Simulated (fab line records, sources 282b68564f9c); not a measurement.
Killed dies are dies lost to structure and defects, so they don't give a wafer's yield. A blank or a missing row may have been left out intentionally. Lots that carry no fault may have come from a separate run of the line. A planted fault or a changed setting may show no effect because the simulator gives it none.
Struck lot and sound lot, side by side | flow ritCmos | 15 steps out of a route of 202
Sound: the wafers L601.3, L601.5, L601.6. The struck wafers were L608.1, L608.2, L608.4. At the end, the cause is stated.
Per side, at each step with rows, come the tool, then ch with its chambers, and then its first start. Under that, the readings that differ: sound wafers | struck wafers | difference of the means | sigmas: that difference in standard deviations of wafers without a fault.
alike: words and numbers the same on both sides, and readings whose means are apart by under 2 such deviations; not compared: readings that were withheld, readings missing a value for some wafer, numbers with overlapping values and no deviation given by the record, and bounds like >300 which may hide the same value.
The two part at a step that has a row with sigmas, a row that says differs or no value, or rows on one side only. Numbers that don't overlap but have no deviation are shown without sigmas and don't part them. A reading that every wafer of one side lacks parts them only if that side has two wafers or more.

RIT_PLDD_TW_MEAS_10:
  struck on filmMetro-03, day 6 03:06; sound on filmMetro-04, day 4 17:39
  alike: PLDD_TW
then, 4 steps without rows for these wafers: RIT_SPACER_CLEAN_00 (cleans in SC1, time 600 s); RIT_SPACER_CLEAN_01 (cleans in dHF, time 30 s); RIT_SPACER_CLEAN_02 (cleans in SC2, time 600 s); RIT_SPACER_CVD_03 (deposits Si3N4 from SiH2Cl2/NH3, target thk 250 nm, time 3300 s).
RIT_SPACER_THK_MEAS_04:
  struck on filmMetro-04, day 6 05:28; sound on filmMetro-04, day 4 20:02
  alike: SPACER_NITRIDE_THK
RIT_SPACER_ETCHBACK_05: etches Si3N4 in SF6/CHF3, stops on SiO2, target depth 250 nm, time 240 s.
  sound on rieDiel-02 ch 0,1,2, day 4 20:04; struck on rieDiel-02 ch 0,1,2, day 6 05:31
  alike: chamberPressureMTorr, drypumpMotorCurrentA, oesProductAu, throttleValvePct
  not compared: rfHoursCounterH
then, 5 steps without rows for these wafers: RIT_NSD_HMDS_00 (prime time 60 s); RIT_NSD_COAT_01 (resist thk 1000 nm); RIT_NSD_SOFTBAKE_02 (time 60 s); RIT_NSD_EXPOSE_03 (exposes mask M9, target cd 40700 nm); RIT_NSD_PEB_04.
RIT_NSD_DEVELOP_05: develop time 50 s.
  sound on lithoTrack-02 ch 0, day 4 21:00; struck on lithoTrack-03 ch 0, day 6 06:00
reading            | sound             | struck            | difference | sigmas
developerTempC (C) | 22.96 23.03 22.98 | 20.69 20.71 20.61 | -2.32      | -21
  alike: resistLineTempC
RIT_NSD_OVL_MEAS_06:
  struck on overlay-02, day 6 06:39; sound on overlay-01, day 4 21:12
reading      | sound       | struck         | difference | sigmas
NSD_OVL (nm) | 2.3 1.6 2.0 | -1.8 -0.5 -0.5 | -2.9       | -2
RIT_M1_PROBE_99:
  struck on prober-01, day 6 16:25; sound on prober-01, day 5 07:20
  alike: killed_at_M0_to_M3, killedAtFrontEnd, killedDies, killedOpen, killedShort

WHERE THEY PART
First at RIT_NSD_DEVELOP_05; last, within this record, at RIT_NSD_OVL_MEAS_06. Later steps at which nothing parts them and some readings are alike: RIT_M1_PROBE_99.

WHY: whatever the simulator had introduced
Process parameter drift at RIT_NSD_DEVELOP_05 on lithoTrack-03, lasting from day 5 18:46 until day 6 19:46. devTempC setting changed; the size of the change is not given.
